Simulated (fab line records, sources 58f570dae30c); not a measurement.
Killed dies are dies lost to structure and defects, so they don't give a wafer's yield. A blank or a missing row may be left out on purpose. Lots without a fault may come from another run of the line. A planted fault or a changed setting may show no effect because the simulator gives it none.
fab line records | flow berkeley_cmos170
record lots=7 wafers=21 last_day=12
route steps=331 shown NLDD@159 SPACER@171
lots that met no fault: from a run of the same line without faults
start_h: hours from the record's first day to the start of the lot's first wafer shown | wait_h: hours since the lot's step before | " the same as in the row above | L1.1+2: a row that stands for several wafers | - no value, or no start given | * or withheld: withheld | < > ~ a bound
route shown NAME@n: a module of which the file shows steps, and the number in the route of the first | usual: mean/standard deviation of fault-free wafers | same: alike in all rows | chamber/n: place in a boat | sites: the reading at each site | _std_site: their standard deviation | _edge_site: outer sites' mean less inner sites' | radius_mm: how far each site lies from the wafer's centre | mask NAME#n: copy n | behind: the tool/chamber that last shaped the wafer | hold: why the lot was held/for how many hours/how that ended | device: the transistor (n, p or np) that didn't switch | end of line: the same wafers' tests at the end of the route | a step without rows: its recipe alone | killed: dies lost to structure and defects at the first sort, not the wafer's yield | map: a wafer's dies, x killed, . not, _ none there
set.NAME: the setting as run; set.NAME@STEP: as run at that earlier step | model.NAME: the simulator's own value behind a step, which no gauge read
lots at some steps of the route; a table a step, a row a wafer
services: from which hour (start_h, from the record's first day; less than 0 if before it) a tool's chamber was out of use, for how many hours, and why
## steps
# step UCB170_NLDD_COAT_01
# recipe resist=KrF spin_rpm=1500 resist_thk_nm=900
# step UCB170_NLDD_SOFTBAKE_02
# recipe resist=KrF temp_c=130 time_s=60
# step UCB170_NLDD_EXPOSE_03
# recipe mask_id=NSELECT na=0.5 sigma_outer=0.6 source_shape=conventional target_cd_nm=1200 dose_mj=30
# step UCB170_NLDD_PEB_04
# recipe peb_temp_c=130 peb_time_s=withheld resist=KrF
# step UCB170_NLDD_DEVELOP_05
# recipe developer=TMAH develop_time_s=45 resist=KrF dev_temp_c=21
# step UCB170_NLDD_CD_MEAS_06
# recipe target_cd_nm=1200
# usual cd_nm=1200.5/1.2
# columns lot.wafer tool chamber start_h wait_h cd_nm
L661.1 cd_sem-01 - 191.61 - 1201.1
L661.2 " - " " 1202.5
L661.6 " - " " 1202.1
L662.1 cd_sem-01 - 191.76 - 1203.1
L662.3 " - " " 1202.1
L662.6 " - " " 1203.2
L667.1 cd_sem-01 - 208.34 - 1201.9
L667.2 " - " " 1201.6
L667.4 " - " " 1199.6
L669.1 cd_sem-02 - 220.43 - 1200.5
L669.2 " - " " 1199.7
L669.5 " - " " 1199.7
L671.1 cd_sem-01 - 233.31 - 1199.6
L671.2 " - " " 1201.1
L671.4 " - " " 1199.6
L673.3 cd_sem-01 - 234.31 - 1198.9
L673.4 " - " " 1199.5
L673.5 " - " " 1200.2
L674.2 cd_sem-02 - 240.95 - 1201.1
L674.3 " - " " 1200.9
L674.5 " - " " 1201.7
# step UCB170_NLDD_OVL_MEAS_07
# usual NLDD_OVL=0/7.4
# columns lot.wafer tool chamber start_h wait_h NLDD_OVL[nm]
L661.1 overlay-01 - 191.73 0.1 -12
L661.2 " - " " 5
L661.6 " - " " 4
L662.1 overlay-02 - 191.88 0.1 7
L662.3 " - " " 13
L662.6 " - " " 8
L667.1 overlay-01 - 208.46 0.1 -1
L667.2 " - " " -4
L667.4 " - " " 8
L669.1 overlay-01 - 220.55 0.1 7
L669.2 " - " " -2
L669.5 " - " " 4
L671.1 overlay-01 - 233.43 0.1 -3
L671.2 " - " " 8
L671.4 " - " " 1
L673.3 overlay-01 - 234.40 0.1 -11
L673.4 " - " " 7
L673.5 " - " " -10
L674.2 overlay-01 - 241.06 0.1 -13
L674.3 " - " " 2
L674.5 " - " " -2
# step UCB170_NLDD_IMPLANT_08
# recipe species=As dose_cm2=5e+13 energy_kev=30 tilt_deg=7 rotation_deg=0
# step UCB170_NLDD_IMPLANT_09
# recipe species=As dose_cm2=5e+13 energy_kev=30 tilt_deg=7 rotation_deg=180
# step UCB170_NLDD_STRIP_10
# recipe chemistry=O2 power_w=400 pressure_mtorr=3500 platen_temp_c=withheld o2_flow_sccm=400 overash_fraction=0.5
# usual drypump_motor_current_A=5.6/0.54 oes_product_au=0.735/0.0045 strip_time_to_endpoint_s=21.64/0.063
# columns lot.wafer tool chamber start_h wait_h drypump_motor_current_A oes_product_au rf_hours_counter_h strip_time_to_endpoint_s
L661.1 plasma_asher-03 0 192.09 0.1 6.1 0.737 41 21.68
L661.2 " 1 " " 5.6 0.739 41 21.57
L661.6 " 0 " " 6.1 0.734 - 21.61
L662.1 plasma_asher-04 1 192.25 0.1 5.3 0.740 49 21.71
L662.3 " 1 " " 5.3 0.742 - 21.69
L662.6 " 1 " " 5.3 0.737 - 21.63
L667.1 plasma_asher-04 0 208.98 0.1 4.6 0.731 51 21.58
L667.2 " 1 " " 5.3 0.733 51 21.60
L667.4 " 0 " " 4.6 0.736 - 21.64
L669.1 plasma_asher-03 0 220.88 0.1 6.2 0.734 45 21.58
L669.2 " 1 " " 5.6 0.738 45 21.64
L669.5 " 1 " " 5.6 0.742 - 21.54
L671.1 plasma_asher-04 0 233.76 0.1 4.6 0.734 55 21.75
L671.2 " 1 " " 5.2 0.733 55 21.73
L671.4 " 1 " " 5.3 0.731 - 21.75
L673.3 plasma_asher-03 0 234.76 0.1 6.1 0.729 - 21.68
L673.4 " 1 " " 5.6 0.734 - 21.74
L673.5 " 1 " " 5.6 0.728 - 21.82
L674.2 plasma_asher-03 0 241.39 0.1 6.1 0.744 48 21.66
L674.3 " 0 " " 6.1 0.736 - 21.66
L674.5 " 0 " " 6.0 0.730 - 21.51
# step UCB170_NLDD_TW_MEAS_11
# usual NLDD_TW=2205/24
# columns lot.wafer tool chamber start_h wait_h NLDD_TW
L661.1 film_metro-03 - 192.19 0.1 2233
L661.2 " - " " 2241
L661.6 " - " " 2245
L662.1 film_metro-03 - 192.35 0.1 2237
L662.3 " - " " 2244
L662.6 " - " " 2238
L667.1 film_metro-03 - 209.08 0.1 2236
L667.2 " - " " 2246
L667.4 " - " " 2237
L669.1 film_metro-03 - 220.98 0.1 2221
L669.2 " - " " 2230
L669.5 " - " " 2227
L671.1 film_metro-03 - 233.86 0.1 2233
L671.2 " - " " 2229
L671.4 " - " " 2229
L673.3 film_metro-03 - 234.85 0.1 2230
L673.4 " - " " 2230
L673.5 " - " " 2229
L674.2 film_metro-01 - 241.50 0.1 2182
L674.3 " - " " 2178
L674.5 " - " " 2188
# step UCB170_NLDD_CLEAN_12
# recipe chemistry=SPM temp_c=120 time_s=600
# step UCB170_SPACER_CVD_00
# recipe material=SiO2 target_thk_nm=376 temp_c=390 precursor=TEOS/O2 time_s=47 rf_w=550 pressure_mtorr=9000
# usual heater_power_w=265/35 pressure_mtorr=9002/19
# columns lot.wafer tool chamber start_h wait_h heater_power_w pressure_mtorr
L661.1 pecvd-04 2 192.48 0.0 203 9001
L661.2 " 1 " " 255 8954
L661.6 " 0 " " 264 9026
L662.1 pecvd-03 0 192.65 0.0 258 9014
L662.3 " 2 " " 291 9013
L662.6 " 0 " " 262 9013
L667.1 pecvd-03 1 209.33 0.0 - -
L667.2 " 0 " " - -
L667.4 " 0 " " - -
L669.1 pecvd-03 2 221.23 0.0 - -
L669.2 " 0 " " - -
L669.5 " 1 " " - -
L671.1 pecvd-03 0 234.10 0.0 - -
L671.2 " 2 " " - -
L671.4 " 1 " " - -
L673.3 pecvd-03 2 238.32 0.0 212 8997
L673.4 " 1 " " 299 9005
L673.5 " 0 " " 238 9009
L674.2 pecvd-04 0 241.82 0.0 292 9004
L674.3 " 2 " " 284 9014
L674.5 " 1 " " 182 8970
# step UCB170_SPACER_ANNEAL_02
# recipe temp_c=900 time_s=1800 ambient=N2
## services
# columns tool chamber start_h hours kind
plasma_asher-04 - 174.07 3.2 repair
pecvd-04 - 184.24 2.9 repair
## key
first_sign step=UCB170_SPACER_CVD_00 reading=tool_record direction=missing
effect none on later readings
met_at UCB170_SPACER_CVD_00
struck_wafers L667.1,L667.2,L667.4,L669.1,L669.2,L669.5,L671.1,L671.2,L671.4
later_rows_left_out L667.1,L667.2,L667.4,L669.1,L669.2,L669.5,L671.1,L671.2,L671.4
sort_left_out L667.1,L667.2,L667.4,L669.1,L669.2,L669.5,L671.1,L671.2,L671.4
tester_left_out L667,L669,L671
onset_between 192.65 209.33
fault kind=skipped_step_whole tool=pecvd-03 chamber=- onset_h=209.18 steps=UCB170_SPACER_CVD_00 scope=struck_lots_only
# tester_left_out: of these lots the tester's yield and bins aren't shown, on N5 and GAA mostly nor the transistor test; their killed dies are dies lost to structure and defects alone, not to doping, threshold or leakage, so they don't give the yield
# sort_left_out: the simulated sort isn't trusted on such a fault, so these wafers' sort isn't shown, and their yield isn't known
# later_rows_left_out: the simulator's readings of these wafers behind a module that went badly wrong aren't trusted and aren't shown, but for the sort
